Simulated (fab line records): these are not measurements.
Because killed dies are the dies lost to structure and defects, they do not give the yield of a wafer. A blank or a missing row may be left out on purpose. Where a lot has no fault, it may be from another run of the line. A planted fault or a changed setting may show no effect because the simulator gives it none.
fab line records	flow ritCmos	part 1 of 2: steps 1 to 31 of 46
record: lots: 5	wafers: 15	lastDay: 7
route steps=202 shown ACTIVE@3 FOX1@20 FOX2@23 NWELL@28 PWELL@39
lots that met no fault: taken from a fault-free run of the same line
startH: hours from the record's opening day to when the first of the lot's shown wafers began	waitH: hours elapsed since this lot's preceding step	" same as the row above	L1.1+2: a row that stands for several wafers	- no value, or no start given	* or withheld: withheld	< > ~ a bound
route shown NAME@n: a module of which the file shows steps, and the number in the route of the first	usual: mean/standard deviation taken from wafers without a fault	same: alike in all rows	chamber/n: place in a boat	sites: each site's reading	_std_site: the standard deviation of these	_edge_site: outer sites' mean less inner sites'	radiusMm: how far each site lies from the wafer's centre	mask NAME#n: copy n	behind: the tool/chamber that last shaped the wafer	hold: what put the lot on hold/how long, in hours/how the hold closed	device: which transistor (n, p or np) failed to switch	end of line: the same wafers' tests at the end of the route	step lacking rows: just its recipe	killed: the dies lost at the first sort to structure and to defects; this is not the yield of the wafer	map: per-die view of a wafer (x killed, . not killed, _ where there is no die)
set.NAME: the run value of the setting; set.NAME@STEP: its run value at that earlier step	model.NAME: the simulator's own value behind a step, which no gauge read
a table for each step, a row for each wafer; lots at some steps of the route
services: the hour from which a tool's chamber was out of use, counted from the record's first day as startH (under 0 if before that day), plus the number of hours and why
== steps ==
step: RIT_ACTIVE_THK_MEAS_02
recipe: reads: SiO2_of_ACTIVE_OXIDATION_01
usual: ACTIVE_OXIDE_THK: 46.9/0.95
lot.wafer	tool	chamber	startH	waitH	ACTIVE_OXIDE_THK[nm]
L081.1	filmMetro-04	-	47.26	0.0	47.4
L081.3	"	-	"	"	48.5
L081.4	"	-	"	"	48.3
L086.3	filmMetro-03	-	73.07	0.0	46.2
L086.4	"	-	"	"	47.4
L086.5	"	-	"	"	47.3
L092.1	filmMetro-02	-	102.93	0.0	47.5
L092.4	"	-	"	"	47.0
L092.6	"	-	"	"	47.6
L094.1	filmMetro-03	-	112.05	0.0	46.2
L094.2	"	-	"	"	46.1
L094.4	"	-	"	"	46.0
L097.1	filmMetro-03	-	127.05	0.0	47.4
L097.5	"	-	"	"	46.8
L097.6	"	-	"	"	47.2
step: RIT_ACTIVE_CVD_03
recipe: material: Si3N4	targetThkNm: 150	tempC: 810	precursor: SiH2Cl2/NH3	timeS: 1500	pressureMtorr: 300	sih2cl2FlowSccm: 60	nh3FlowSccm: 150
usual: zonePowerLoadPct: 19.2/2
lot.wafer	tool	chamber	startH	waitH	zonePowerLoadPct
L081.1	lpcvd-02	0	48.90	1.6	18.1
L081.3	"	0	"	"	18.0
L081.4	"	0	"	"	17.7
L086.3	lpcvd-01	1	73.11	0.0	23.6
L086.4	"	1	"	"	23.2
L086.5	"	1	"	"	23.5
L092.1	lpcvd-02	0	103.74	0.8	18.2
L092.4	"	0	"	"	17.8
L092.6	"	0	"	"	17.5
L094.1	lpcvd-02	1	112.11	0.1	18.9
L094.2	"	1	"	"	18.4
L094.4	"	1	"	"	18.3
L097.1	lpcvd-02	1	127.11	0.1	18.5
L097.5	"	1	"	"	18.5
L097.6	"	1	"	"	18.8
step: RIT_ACTIVE_THK_MEAS_04
recipe: reads: Si3N4_of_ACTIVE_CVD_03
usual: ACTIVE_NITRIDE_THK: 149.9/1.5
lot.wafer	tool	chamber	startH	waitH	ACTIVE_NITRIDE_THK[nm]
L081.1	filmMetro-04	-	51.03	0.0	149.3
L081.3	"	-	"	"	149.7
L081.4	"	-	"	"	150.8
L086.3	filmMetro-02	-	74.55	0.0	151.2
L086.4	"	-	"	"	152.0
L086.5	"	-	"	"	153.1
L092.1	filmMetro-03	-	105.87	0.0	148.9
L092.4	"	-	"	"	150.0
L092.6	"	-	"	"	150.5
L094.1	filmMetro-03	-	113.53	0.0	148.7
L094.2	"	-	"	"	149.4
L094.4	"	-	"	"	149.3
L097.1	filmMetro-03	-	128.53	0.0	150.9
L097.5	"	-	"	"	150.5
L097.6	"	-	"	"	151.4
step: RIT_ACTIVE_HMDS_05
recipe: primeTimeS: 60	primeTempC: 140
lot.wafer	tool	chamber	startH	waitH
L081.1+3+4	lithoTrack-03	0	51.20	0.2
L086.3+4+5	lithoTrack-03	0	74.64	0.1
L092.1+4+6	lithoTrack-04	0	105.93	0.1
L094.1+2+4	lithoTrack-04	0	113.59	0.1
L097.1+5+6	lithoTrack-04	0	128.66	0.1
step: RIT_ACTIVE_COAT_06
recipe: resist: NOVOLAK	spinRpm: 3250	resistThkNm: 1000
lot.wafer	tool	chamber	startH	waitH
L081.1+3+4	lithoTrack-03	0	51.35	0.1
L086.3+4+5	lithoTrack-03	0	74.79	0.1
L092.1+4+6	lithoTrack-04	0	106.08	0.1
L094.1+2+4	lithoTrack-04	0	113.74	0.1
L097.1+5+6	lithoTrack-04	0	128.81	0.1
step: RIT_ACTIVE_SOFTBAKE_07
recipe: resist: NOVOLAK	tempC: 90	timeS: 60
lot.wafer	tool	chamber	startH	waitH
L081.1+3+4	lithoTrack-03	0	51.50	0.1
L086.3+4+5	lithoTrack-03	0	74.94	0.1
L092.1+4+6	lithoTrack-04	0	106.23	0.1
L094.1+2+4	lithoTrack-04	0	113.89	0.1
L097.1+5+6	lithoTrack-04	0	128.96	0.1
step: RIT_ACTIVE_EXPOSE_08
recipe: maskId: M1	na: 0.6	sourceShape: conventional	sigmaOuter: 0.6	targetCdNm: 1400	doseMj: 230.2
usual: exposureDoseMJCm2: 226.61/0.2
lot.wafer	tool	chamber	startH	waitH	mask	exposureDoseMJCm2
L081.1	ilineStepper-02	0	51.78	0.3	M1#0	226.35
L081.3	"	0	"	"	M1#0	226.60
L081.4	"	0	"	"	M1#0	226.05
L086.3	ilineStepper-02	0	75.20	0.2	M1#0	226.50
L086.4	"	0	"	"	M1#0	226.39
L086.5	"	0	"	"	M1#0	226.37
L092.1	ilineStepper-02	0	106.50	0.2	M1#0	226.22
L092.4	"	0	"	"	M1#0	226.71
L092.6	"	0	"	"	M1#0	226.38
L094.1	ilineStepper-01	0	114.17	0.2	M1#0	226.77
L094.2	"	0	"	"	M1#0	226.82
L094.4	"	0	"	"	M1#0	226.76
L097.1	ilineStepper-01	0	129.11	0.1	M1#0	226.59
L097.5	"	0	"	"	M1#0	226.67
L097.6	"	0	"	"	M1#0	226.70
step: RIT_ACTIVE_PEB_09
recipe: resist: NOVOLAK	tempC: withheld	timeS: withheld
lot.wafer	tool	chamber	startH	waitH
L081.1+3+4	lithoTrack-03	0	51.90	0.1
L086.3+4+5	lithoTrack-03	0	75.44	0.2
L092.1+4+6	lithoTrack-03	0	106.62	0.1
L094.1+2+4	lithoTrack-03	0	114.28	0.1
L097.1+5+6	lithoTrack-02	0	129.23	0.1
step: RIT_ACTIVE_DEVELOP_10
recipe: resist: NOVOLAK	developTimeS: 48.94	devTempC: 23
same: developTimeS: 48.94
lot.wafer	tool	chamber	startH	waitH
L081.1+3+4	lithoTrack-03	0	-	-
L086.3+4+5	lithoTrack-03	0	-	-
L092.1+4+6	lithoTrack-03	0	-	-
L094.1+2+4	lithoTrack-03	0	-	-
L097.1+5+6	lithoTrack-02	0	-	-
step: RIT_ACTIVE_CD_MEAS_11
recipe: targetCdNm: 1400
usual: cdNm: 1400.0/2
lot.wafer	tool	chamber	startH	waitH	cdNm
L081.1	cdSem-02	-	52.19	-	1398.4
L081.3	"	-	"	"	1401.4
L081.4	"	-	"	"	1398.4
L086.3	cdSem-01	-	75.71	-	1401.4
L086.4	"	-	"	"	1401.2
L086.5	"	-	"	"	1400.5
L092.1	cdSem-01	-	106.90	-	1398.6
L092.4	"	-	"	"	1398.1
L092.6	"	-	"	"	1398.3
L094.1	cdSem-01	-	114.56	-	1401.7
L094.2	"	-	"	"	1401.6
L094.4	"	-	"	"	1400.0
L097.1	cdSem-02	-	129.51	-	1404.0
L097.5	"	-	"	"	1402.8
L097.6	"	-	"	"	1403.1
step: RIT_ACTIVE_HARDBAKE_12
recipe: resist: NOVOLAK	tempC: 140	timeS: 60
lot.wafer	tool	chamber	startH	waitH
L081.1+3+4	lithoTrack-02	0	52.31	0.1
L086.3+4+5	lithoTrack-04	0	75.84	0.1
L092.1+4+6	lithoTrack-03	0	107.02	0.1
L094.1+2+4	lithoTrack-03	0	114.68	0.1
L097.1+5+6	lithoTrack-02	0	129.63	0.1
step: RIT_ACTIVE_ETCH_13
recipe: stopOn: SiO2	chemistry: SF6	target: Si3N4	timeS: 210	overEtchFrac: 0.4	SF6_flow_sccm: 200	pressureMtorr: 260	rfW: 125	targetDepthA: 2100
usual: drypumpMotorCurrentA: 5.8/0.34	oesProductAu: 0.818/0.014	throttleValvePct: 7.44/0.12
lot.wafer	tool	chamber	startH	waitH	drypumpMotorCurrentA	oesProductAu	rfHoursCounterH	throttleValvePct
L081.1	rieDiel-01	1	52.46	0.1	5.8	0.792	122	7.35
L081.3	"	3	"	"	5.7	0.806	117	7.49
L081.4	"	2	"	"	6.4	0.821	116	7.42
L086.3	rieDiel-03	0	75.94	0.1	6.0	0.833	2	7.38
L086.4	"	2	"	"	6.1	0.835	135	7.28
L086.5	"	1	"	"	5.3	0.832	-	7.31
L092.1	rieDiel-04	0	107.17	0.1	5.8	0.814	1	7.61
L092.4	"	3	"	"	6.1	0.829	-	7.51
L092.6	"	3	"	"	6.1	0.837	-	7.50
L094.1	rieDiel-01	1	114.83	0.1	5.8	0.786	123	7.34
L094.2	"	2	"	"	6.4	0.820	117	7.42
L094.4	"	0	"	"	5.5	0.809	9	7.74
L097.1	rieDiel-04	2	129.78	0.1	5.1	0.823	135	7.44
L097.5	"	3	"	"	6.1	0.841	-	7.50
L097.6	"	0	"	"	5.9	0.825	-	7.62
step: RIT_ACTIVE_STRIP_14
recipe: chemistry: O2	timeS: 180	resist: NOVOLAK	platenTempC: withheld	powerW: 500	pressureMtorr: 4000	o2FlowSccm: 4000
usual: drypumpMotorCurrentA: 5.5/0.48
lot.wafer	tool	chamber	startH	waitH	drypumpMotorCurrentA	rfHoursCounterH
L081.1	plasmaAsher-03	1	52.59	0.1	5.1	25
L081.3	"	1	"	"	5.1	-
L081.4	"	0	"	"	6.0	-
L086.3	plasmaAsher-02	0	76.13	0.1	5.9	-
L086.4	"	1	"	"	4.9	-
L086.5	"	0	"	"	5.9	-
L092.1	plasmaAsher-02	1	107.37	0.1	5.0	44
L092.4	"	0	"	"	5.9	-
L092.6	"	1	"	"	5.0	-
L094.1	plasmaAsher-03	1	114.97	0.1	5.1	32
L094.2	"	0	"	"	6.0	32
L094.4	"	1	"	"	5.0	-
L097.1	plasmaAsher-03	0	129.92	0.1	6.0	34
L097.5	"	0	"	"	6.1	-
L097.6	"	1	"	"	5.1	-
step: RIT_ACTIVE_CD_MEAS_90
recipe: targetCdNm: 1400
usual: cdNm: 1400.0/2
lot.wafer	tool	chamber	startH	waitH	cdNm
L081.1	cdSem-01	-	52.76	0.1	1398.8
L081.3	"	-	"	"	1401.3
L081.4	"	-	"	"	1397.5
L086.3	cdSem-02	-	76.29	0.1	1401.3
L086.4	"	-	"	"	1401.0
L086.5	"	-	"	"	1400.4
L092.1	cdSem-01	-	107.55	0.1	1398.5
L092.4	"	-	"	"	1398.3
L092.6	"	-	"	"	1397.6
L094.1	cdSem-01	-	115.14	0.1	1402.3
L094.2	"	-	"	"	1401.7
L094.4	"	-	"	"	1400.1
L097.1	cdSem-02	-	130.09	0.1	1403.8
L097.5	"	-	"	"	1402.9
L097.6	"	-	"	"	1403.3
step: RIT_ACTIVE_CLEAN_15
recipe: chemistry: SC1	mix: 3:3:50	timeS: 600	tempC: 75
lot.wafer	tool	chamber	startH	waitH
L081.1+3+4	wetBench-04	2	52.96	0.2
L086.3+4+5	wetBench-01	2	76.37	0.1
L092.1+4+6	wetBench-02	3	107.67	0.1
L094.1+2+4	wetBench-02	2	115.26	0.1
L097.1+5+6	wetBench-01	0	130.21	0.1
step: RIT_ACTIVE_CLEAN_16
recipe: chemistry: dHF	dilution: 50:1	timeS: 30
lot.wafer	tool	chamber	startH	waitH
L081.1+3+4	wetBench-02	3	53.17	0.0
L086.3+4+5	wetBench-02	2	76.55	0.0
L092.1+4+6	wetBench-04	3	107.84	0.0
L094.1+2+4	wetBench-04	1	115.44	0.0
L097.1+5+6	wetBench-04	1	130.39	0.0
step: RIT_ACTIVE_CLEAN_17
recipe: chemistry: SC2	mix: 3:3:50	timeS: 600	tempC: 75	dry: n2Spin
lot.wafer	tool	chamber	startH	waitH
L081.1+3+4	wetBench-04	1	53.19	0.0
L086.3+4+5	wetBench-04	2	76.56	0.0
L092.1+4+6	wetBench-01	1	107.86	0.0
L094.1+2+4	wetBench-02	0	115.46	0.0
L097.1+5+6	wetBench-01	1	130.40	0.0
step: RIT_FOX1_OXIDATION_00
recipe: tempC: 1100	ambient: H2O	targetThkA: 3507	pH2oTorr: 720	oxTimeS: 1130
usual: tubeCenterTempC: 1100/0.1	tube_center_temp_C_max: 1102.8/0.47	zonePowerLoadPct: 40.8/1.6
lot.wafer	tool	chamber	startH	waitH	tubeCenterTempC	tube_center_temp_C_max	zonePowerLoadPct
L081.1	furnace-02	0	54.09	0.7	1100	1102.6	41.6
L081.3	"	0	"	"	1100.2	1103.3	41.7
L081.4	"	0	"	"	1099.9	1102.2	41.9
L086.3	furnace-04	0	77.30	0.6	1100	1103.2	38.6
L086.4	"	0	"	"	1100	1102.5	38.5
L086.5	"	0	"	"	1099.9	1103.5	37.9
L092.1	furnace-04	0	108.13	0.1	1099.9	1102.8	38.0
L092.4	"	0	"	"	1099.9	1103.4	38.0
L092.6	"	0	"	"	1100	1102.1	38.2
L094.1	furnace-04	0	115.63	0.0	1099.8	1102.6	39.0
L094.2	"	0	"	"	1100.1	1103.4	39.0
L094.4	"	0	"	"	1100.1	1102.2	38.9
L097.1	furnace-01	0	130.58	0.0	1099.9	1103.4	42.3
L097.5	"	0	"	"	1100.1	1102.2	42.1
L097.6	"	0	"	"	1100	1102.4	42.7
step: RIT_FOX1_THK_MEAS_01
recipe: reads: SiO2_of_FOX1_OXIDATION_00
usual: FOX1_OXIDE_THK: 350/5.9
lot.wafer	tool	chamber	startH	waitH	FOX1_OXIDE_THK[nm]
L081.1	filmMetro-01	-	55.40	0.0	346
L081.3	"	-	"	"	347
L081.4	"	-	"	"	347
L086.3	filmMetro-01	-	78.64	0.0	355
L086.4	"	-	"	"	352
L086.5	"	-	"	"	351
L092.1	filmMetro-01	-	109.44	0.0	358
L092.4	"	-	"	"	357
L092.6	"	-	"	"	356
L094.1	filmMetro-01	-	116.95	0.0	357
L094.2	"	-	"	"	360
L094.4	"	-	"	"	359
L097.1	filmMetro-03	-	131.89	0.0	348
L097.5	"	-	"	"	351
L097.6	"	-	"	"	350
step: RIT_FOX1_WET_ETCH_02
recipe: chemistry: BOE	targetDepthNm: 350	timeS: 390	tempC: 21.5	dry: n2Spin	dilution: 10:1	target: SiO2
lot.wafer	tool	chamber	startH	waitH
L081.1+3+4	wetBench-03	3	55.46	0.1
L086.3+4+5	wetBench-01	3	78.68	0.0
L092.1+4+6	wetBench-01	0	109.50	0.1
L094.1+2+4	wetBench-01	2	117.01	0.1
L097.1+5+6	wetBench-01	0	131.95	0.1
step: RIT_FOX2_OXIDATION_00
recipe: tempC: 1100	ambient: H2O	targetThkA: 3507	pH2oTorr: 720	oxTimeS: 1130
usual: tubeCenterTempC: 1100/0.097	tube_center_temp_C_max: 1102.9/0.42	zonePowerLoadPct: 41.9/0.47
lot.wafer	tool	chamber	startH	waitH	tubeCenterTempC	tube_center_temp_C_max	zonePowerLoadPct
L081.1	furnace-03	0	55.58	0.0	1100.1	1103.0	41.9
L081.3	"	0	"	"	1099.7	1103.0	42.5
L081.4	"	0	"	"	1100	1104.0	42.4
L086.3	furnace-01	0	79.16	0.4	1100	1102.2	42.1
L086.4	"	0	"	"	1100	1103.1	42.0
L086.5	"	0	"	"	1100.1	1102.7	42.3
L092.1	furnace-02	0	109.62	0.0	1100	1102.3	41.6
L092.4	"	0	"	"	1100	1103.1	41.4
L092.6	"	0	"	"	1099.8	1102.5	41.4
L094.1	furnace-01	0	117.13	0.0	1100	1102.4	41.6
L094.2	"	0	"	"	1100.1	1102.9	41.9
L094.4	"	0	"	"	1100.1	1104.1	42.4
L097.1	furnace-03	0	132.07	0.0	1099.9	1102.7	42.1
L097.5	"	0	"	"	1100.1	1103.5	42.5
L097.6	"	0	"	"	1100	1103.1	42.6
step: RIT_FOX2_THK_MEAS_01
recipe: reads: SiO2_of_FOX2_OXIDATION_00
usual: FOX2_OXIDE_THK: 352/6.2
lot.wafer	tool	chamber	startH	waitH	FOX2_OXIDE_THK[nm]
L081.1	filmMetro-01	-	56.89	0.0	359
L081.3	"	-	"	"	351
L081.4	"	-	"	"	355
L086.3	filmMetro-01	-	80.49	0.0	353
L086.4	"	-	"	"	353
L086.5	"	-	"	"	351
L092.1	filmMetro-03	-	110.93	0.0	363
L092.4	"	-	"	"	360
L092.6	"	-	"	"	356
L094.1	filmMetro-03	-	118.45	0.0	353
L094.2	"	-	"	"	354
L094.4	"	-	"	"	351
L097.1	filmMetro-03	-	133.38	0.0	345
L097.5	"	-	"	"	348
L097.6	"	-	"	"	352
step: RIT_FOX2_CLEAN_02
recipe: chemistry: dHF	dilution: 50:1	timeS: 180
lot.wafer	tool	chamber	startH	waitH
L081.1+3+4	wetBench-03	1	56.95	0.1
L086.3+4+5	wetBench-03	2	80.53	0.0
L092.1+4+6	wetBench-03	3	110.99	0.1
L094.1+2+4	wetBench-01	1	118.51	0.1
L097.1+5+6	wetBench-03	3	133.44	0.1
step: RIT_FOX2_WET_ETCH_03
recipe: chemistry: H3PO4	target: Si3N4	targetDepthNm: 195	tempC: 165	timeS: 2700
lot.wafer	tool	chamber	startH	waitH
L081.1+3+4	wetBench-01	3	57.01	0.0
L086.3+4+5	wetBench-04	0	80.59	0.0
L092.1+4+6	wetBench-04	0	111.05	0.0
L094.1+2+4	wetBench-03	1	118.57	0.0
L097.1+5+6	wetBench-04	3	133.50	0.0
step: RIT_FOX2_THK_MEAS_90
recipe: reads: SiO2_of_FOX2_OXIDATION_00
usual: FIELD_OXIDE_LEFT_1_THK: 325/6.3
lot.wafer	tool	chamber	startH	waitH	FIELD_OXIDE_LEFT_1_THK[nm]
L081.1	filmMetro-04	-	57.77	0.0	332
L081.3	"	-	"	"	324
L081.4	"	-	"	"	328
L086.3	filmMetro-01	-	81.37	0.0	326
L086.4	"	-	"	"	326
L086.5	"	-	"	"	324
L092.1	filmMetro-04	-	111.88	0.0	336
L092.4	"	-	"	"	332
L092.6	"	-	"	"	329
L094.1	filmMetro-01	-	119.33	0.0	325
L094.2	"	-	"	"	326
L094.4	"	-	"	"	324
L097.1	filmMetro-04	-	134.26	0.0	317
L097.5	"	-	"	"	321
L097.6	"	-	"	"	324
step: RIT_NWELL_HMDS_00
recipe: primeTimeS: 60	primeTempC: 140
lot.wafer	tool	chamber	startH	waitH
L081.1+3+4	lithoTrack-04	0	57.87	0.1
L086.3+4+5	lithoTrack-02	0	81.46	0.1
L092.1+4+6	lithoTrack-01	0	111.94	0.1
L094.1+2+4	lithoTrack-02	0	119.39	0.1
L097.1+5+6	lithoTrack-04	0	134.32	0.1
step: RIT_NWELL_COAT_01
recipe: resist: NOVOLAK	spinRpm: 2000	resistThkNm: 1300
lot.wafer	tool	chamber	startH	waitH
L081.1+3+4	lithoTrack-04	0	58.02	0.1
L086.3+4+5	lithoTrack-02	0	81.61	0.1
L092.1+4+6	lithoTrack-01	0	112.09	0.1
L094.1+2+4	lithoTrack-02	0	119.54	0.1
L097.1+5+6	lithoTrack-04	0	134.47	0.1
step: RIT_NWELL_SOFTBAKE_02
recipe: resist: NOVOLAK	tempC: 90	timeS: 62.78
usual: plateSensorTCentreC: 90.970/0.011	plateSensorTEdgeC: 91.019/0.01
lot.wafer	tool	chamber	startH	waitH	plateSensorTCentreC	plateSensorTEdgeC
L081.1	lithoTrack-04	0	58.17	0.1	90.985	91.024
L081.3	"	0	"	"	90.957	91.015
L081.4	"	0	"	"	90.973	91.014
L086.3	lithoTrack-02	0	81.76	0.1	90.962	91.007
L086.4	"	0	"	"	90.967	91.016
L086.5	"	0	"	"	90.953	91.024
L092.1	lithoTrack-01	0	112.24	0.1	90.982	91.026
L092.4	"	0	"	"	90.979	91.033
L092.6	"	0	"	"	90.973	91.013
L094.1	lithoTrack-02	0	119.69	0.1	90.967	91.020
L094.2	"	0	"	"	90.988	91.035
L094.4	"	0	"	"	90.982	91.023
L097.1	lithoTrack-04	0	134.62	0.1	90.968	91.024
L097.5	"	0	"	"	90.962	91.026
L097.6	"	0	"	"	90.980	91.005
step: RIT_NWELL_EXPOSE_03
recipe: maskId: M2	na: 0.57	targetCdNm: 43900	doseMj: 250
usual: exposureDoseMJCm2: 250.01/0.25
lot.wafer	tool	chamber	startH	waitH	mask	exposureDoseMJCm2
L081.1	ilineStepper-02	0	58.44	0.2	M2#0	250.31
L081.3	"	0	"	"	M2#0	250.11
L081.4	"	0	"	"	M2#0	250.04
L086.3	ilineStepper-01	0	81.90	0.1	M2#0	250.01
L086.4	"	0	"	"	M2#0	250.21
L086.5	"	0	"	"	M2#0	250.42
L092.1	ilineStepper-02	0	112.39	0.1	M2#0	249.80
L092.4	"	0	"	"	M2#0	249.66
L092.6	"	0	"	"	M2#0	249.70
L094.1	ilineStepper-02	0	119.84	0.1	M2#0	249.96
L094.2	"	0	"	"	M2#0	250.13
L094.4	"	0	"	"	M2#0	249.78
L097.1	ilineStepper-01	0	134.77	0.1	M2#0	249.81
L097.5	"	0	"	"	M2#0	249.56
L097.6	"	0	"	"	M2#0	250.12
step: RIT_NWELL_PEB_04
recipe: resist: NOVOLAK	tempC: withheld	timeS: withheld
lot.wafer	tool	chamber	startH	waitH
L081.1+3+4	lithoTrack-02	0	58.56	0.1
L086.3+4+5	lithoTrack-04	0	82.03	0.1
L092.1+4+6	lithoTrack-04	0	112.51	0.1
L094.1+2+4	lithoTrack-02	0	119.96	0.1
L097.1+5+6	lithoTrack-02	0	134.89	0.1
step: RIT_NWELL_DEVELOP_05
recipe: resist: NOVOLAK	developTimeS: 68	devTempC: 23
same: developTimeS: 68
lot.wafer	tool	chamber	startH	waitH
L081.1+3+4	lithoTrack-02	0	-	-
L086.3+4+5	lithoTrack-04	0	-	-
L092.1+4+6	lithoTrack-04	0	-	-
L094.1+2+4	lithoTrack-02	0	-	-
L097.1+5+6	lithoTrack-02	0	-	-
